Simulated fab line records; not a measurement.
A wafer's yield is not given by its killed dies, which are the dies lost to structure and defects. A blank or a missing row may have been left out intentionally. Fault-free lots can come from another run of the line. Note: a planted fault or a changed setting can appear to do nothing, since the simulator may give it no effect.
Which tool is to blame? || flow berkeley-cmos170 || route of 331 steps, sampled at 1 step: 14 lots, 42 wafers

## WHAT EACH GAUGE READ, for each wafer
The record holds no reading of a measuring or inspecting step that can be judged against a usual standard deviation.

## EACH LOT AND THE TOOL THAT RAN IT (in order: tool; ch and the chambers of the sampled wafers; start)
{"lot": "L502", "UCB170_FIELD_OXIDATION_01": "furnace-04 ch 0, day 4 09:25"}
{"lot": "L504", "UCB170_FIELD_OXIDATION_01": "furnace-03 ch 0, day 4 21:07"}
{"lot": "L505", "UCB170_FIELD_OXIDATION_01": "furnace-01 ch 0, day 5 04:32"}
{"lot": "L506", "UCB170_FIELD_OXIDATION_01": "furnace-01 ch 0, day 5 10:28"}
{"lot": "L507", "UCB170_FIELD_OXIDATION_01": "furnace-01 ch 0, day 5 10:28"}
{"lot": "L508", "UCB170_FIELD_OXIDATION_01": "furnace-01 ch 0, day 5 22:34"}
{"lot": "L510", "UCB170_FIELD_OXIDATION_01": "furnace-01 ch 0, day 6 08:34"}
{"lot": "L513", "UCB170_FIELD_OXIDATION_01": "furnace-04 ch 0, day 6 20:05"}
{"lot": "L514", "UCB170_FIELD_OXIDATION_01": "furnace-01, day 7 02:39"}
{"lot": "L515", "UCB170_FIELD_OXIDATION_01": "furnace-01, day 7 02:39"}
{"lot": "L517", "UCB170_FIELD_OXIDATION_01": "furnace-03 ch 0, day 8 00:53"}
{"lot": "L520", "UCB170_FIELD_OXIDATION_01": "furnace-03 ch 0, day 8 06:43"}
{"lot": "L524", "UCB170_FIELD_OXIDATION_01": "furnace-03 ch 0, day 8 23:53"}
{"lot": "L525", "UCB170_FIELD_OXIDATION_01": "furnace-03 ch 0, day 8 23:53"}
- UCB170_FIELD_OXIDATION_01: target thk 558.3 nm, ox time 7200 s.

## AS READ BY THE TOOLS THEMSELVES (means over the sampled wafers that have a number; for cases with no such wafer, the mark the record gives instead)
UCB170_FIELD_OXIDATION_01. Usual: ox-temp-c 1000.0 C, standard deviation 0.47; ox-temp-c-max 1005.3, standard deviation 2.1.
{"lot": "L502", "tool": "furnace-04", "ox-temp-c (C)": 1000.2, "ox-temp-c-max": 1004.4, "flag": ""}
{"lot": "L504", "tool": "furnace-03", "ox-temp-c (C)": 999.5, "ox-temp-c-max": 1002.8, "flag": ""}
{"lot": "L505", "tool": "furnace-01", "ox-temp-c (C)": 1000.4, "ox-temp-c-max": 1008.3, "flag": ""}
{"lot": "L506", "tool": "furnace-01", "ox-temp-c (C)": 999.9, "ox-temp-c-max": 1008.1, "flag": ""}
{"lot": "L507", "tool": "furnace-01", "ox-temp-c (C)": 999.9, "ox-temp-c-max": 1007.3, "flag": ""}
{"lot": "L508", "tool": "furnace-01", "ox-temp-c (C)": 999.8, "ox-temp-c-max": 1006.5, "flag": ""}
{"lot": "L510", "tool": "furnace-01", "ox-temp-c (C)": 1000.2, "ox-temp-c-max": 1007.7, "flag": ""}
{"lot": "L513", "tool": "furnace-04", "ox-temp-c (C)": 999.6, "ox-temp-c-max": 1003.7, "flag": ""}
{"lot": "L514", "tool": "furnace-01", "ox-temp-c (C)": "-", "ox-temp-c-max": "-", "flag": "OFF"}
{"lot": "L515", "tool": "furnace-01", "ox-temp-c (C)": "-", "ox-temp-c-max": "-", "flag": "OFF"}
{"lot": "L517", "tool": "furnace-03", "ox-temp-c (C)": 999.8, "ox-temp-c-max": 1004.7, "flag": ""}
{"lot": "L520", "tool": "furnace-03", "ox-temp-c (C)": 999.7, "ox-temp-c-max": 1003.3, "flag": ""}
{"lot": "L524", "tool": "furnace-03", "ox-temp-c (C)": 999.8, "ox-temp-c-max": 1003.8, "flag": ""}
{"lot": "L525", "tool": "furnace-03", "ox-temp-c (C)": 1000.0, "ox-temp-c-max": 1003.4, "flag": ""}

## THE ANSWER, worked out from the rows above alone
Rule: a lot counts as off when the mean over its wafers that have a number is more than 3 standard deviations away from the usual mean. A lot without any number at a reading at which 4 lots or more have one is off too. Where the step has rows for the other lots, those lots are counted as sound. Order of review: gauges by route order, followed by the tools' own readings, for which a lot's mean as printed above is used. At the first step where some lot is off, the reading lying furthest off is the one used; lots without a number count as furthest.
Off, at UCB170_FIELD_OXIDATION_01 on ox-temp-c: L514, L515. Without a number there: L514, L515.
A tool fits if, at that step or a process step before it, it ran every lot that is off, and no sound lot after the first of them. One fits: UCB170_FIELD_OXIDATION_01 on furnace-01. A fault onset in the window from L510 (day 6 08:34, its last sound lot) to L514 (day 7 02:39, its first lot off) fits.
Blank at UCB170_FIELD_OXIDATION_01 on the lots that are off, where sound lots have numbers: ox-temp-c, ox-temp-c-max.

## WHAT WAS PUT IN BY THE SIMULATOR
At UCB170_FIELD_OXIDATION_01, the step was skipped entirely on furnace-01 from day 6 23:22 on. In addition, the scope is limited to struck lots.
Shown lots that were struck: L514, L515. Same finding as the rule above.
